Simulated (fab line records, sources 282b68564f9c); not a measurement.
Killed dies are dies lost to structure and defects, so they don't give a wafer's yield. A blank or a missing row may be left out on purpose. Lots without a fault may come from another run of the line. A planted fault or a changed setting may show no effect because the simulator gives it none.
Tool commonality check | flow rit_cmos | 13 lots, 48 wafers sampled

WHY IT WAS OPENED
At RIT_M1_RS_MEAS_01 the reading M1_AL_RS is flagged on 3 of 13 lots. Wafers without a fault read 0.0733 ohm/sq, standard deviation 0.00076.
Rule: a lot is flagged when every wafer of it that has a number lies more than 4 standard deviations from that mean, or none has a number. The other lots count as sound.

lot  | measured    | on            | M1_AL_RS (ohm/sq), wafer by wafer         | flag
L411 | day 3 06:49 | film_metro-02 | 0.0740 0.0741 0.0751                      |
L412 | day 3 09:25 | film_metro-03 | 0.0727 0.0732 0.0727                      |
L413 | day 3 16:42 | film_metro-02 | 0.0739 0.0730 0.0739                      |
L415 | day 4 03:11 | film_metro-02 | 0.0717 0.0722 0.0722                      |
L417 | day 4 10:17 | film_metro-03 | 0.0724 0.0731 0.0728                      |
L419 | day 4 20:47 | film_metro-04 | 0.0531 0.0533 0.0534 0.0533 0.0535 0.0534 | FLAGGED
L420 | day 5 02:46 | film_metro-03 | 0.0726 0.0735 0.0731                      |
L421 | day 5 07:23 | film_metro-02 | 0.0527 0.0529 0.0529 0.0526 0.0530 0.0528 | FLAGGED
L422 | day 5 11:58 | film_metro-04 | 0.0740 0.0740 0.0738                      |
L423 | day 5 17:07 | film_metro-04 | 0.0533 0.0534 0.0530 0.0535 0.0534 0.0531 | FLAGGED
L428 | day 6 18:31 | film_metro-03 | 0.0727 0.0730 0.0727                      |
L432 | day 7 16:01 | film_metro-03 | 0.0733 0.0743 0.0741                      |
L434 | day 8 05:38 | film_metro-04 | 0.0740 0.0734 0.0739                      |
The numbers of the flagged lots are 0.0531 ohm/sq on average: -0.0202 ohm/sq against the usual, or -27 standard deviations.

WHICH TOOL RAN EACH LOT
The record holds 1 process step before the reading, out of a route of 202 steps. In each cell: the tool, then ch and the chambers that the sampled wafers went through, then the start.
lot  | flag    | RIT_M1_SPUTTER_00
L411 |         | pvd_sputter-02, day 3 06:31
L412 |         | pvd_sputter-04, day 3 09:06
L413 |         | pvd_sputter-03, day 3 16:24
L415 |         | pvd_sputter-03, day 4 02:53
L417 |         | pvd_sputter-03, day 4 09:59
L419 | FLAGGED | pvd_sputter-03, day 4 20:29
L420 |         | pvd_sputter-02, day 5 02:28
L421 | FLAGGED | pvd_sputter-03, day 5 07:05
L422 |         | pvd_sputter-02, day 5 11:40
L423 | FLAGGED | pvd_sputter-03, day 5 16:49
L428 |         | pvd_sputter-02, day 6 18:13
L432 |         | pvd_sputter-02, day 7 15:43
L434 |         | pvd_sputter-02, day 8 05:18
What these steps do:
- RIT_M1_SPUTTER_00: material Al, target thk 400 nm, time 500 s.
- RIT_M1_RS_MEAS_01: measures by four-point-probe.

FLAGGED OVER TOTAL, TOOL BY TOOL (the gauges that took the reading come last)
step              | tool           | lots run | flagged | share of the flagged lots | sound lots run after its first flagged lot
RIT_M1_SPUTTER_00 | pvd_sputter-02 | 6        | 0       | none                      | -
RIT_M1_SPUTTER_00 | pvd_sputter-03 | 6        | 3       | all                       | 0
RIT_M1_SPUTTER_00 | pvd_sputter-04 | 1        | 0       | none                      | -
RIT_M1_RS_MEAS_01 | film_metro-02  | 4        | 1       | some                      | 0
RIT_M1_RS_MEAS_01 | film_metro-03  | 5        | 0       | none                      | -
RIT_M1_RS_MEAS_01 | film_metro-04  | 4        | 2       | some                      | 2 (L422,L434)

WHAT THE TABLE ALLOWS
1 row of the table ran every flagged lot: pvd_sputter-03 at RIT_M1_SPUTTER_00.
- pvd_sputter-03 at RIT_M1_SPUTTER_00: 3 of its 6 lots flagged. Its last sound lot is L417 (day 4 09:59), its first flagged lot L419 (day 4 20:29): a fault that began between those two fits.
One tool is left: pvd_sputter-03 at RIT_M1_SPUTTER_00.

WHAT THE SIMULATOR HAD PUT IN
Process parameter drift: pvd_sputter-03, from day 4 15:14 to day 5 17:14, at RIT_M1_SPUTTER_00. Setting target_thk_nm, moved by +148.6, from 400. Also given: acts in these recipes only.
Lots struck among those shown: L419, L421, L423. The rule above found the same.
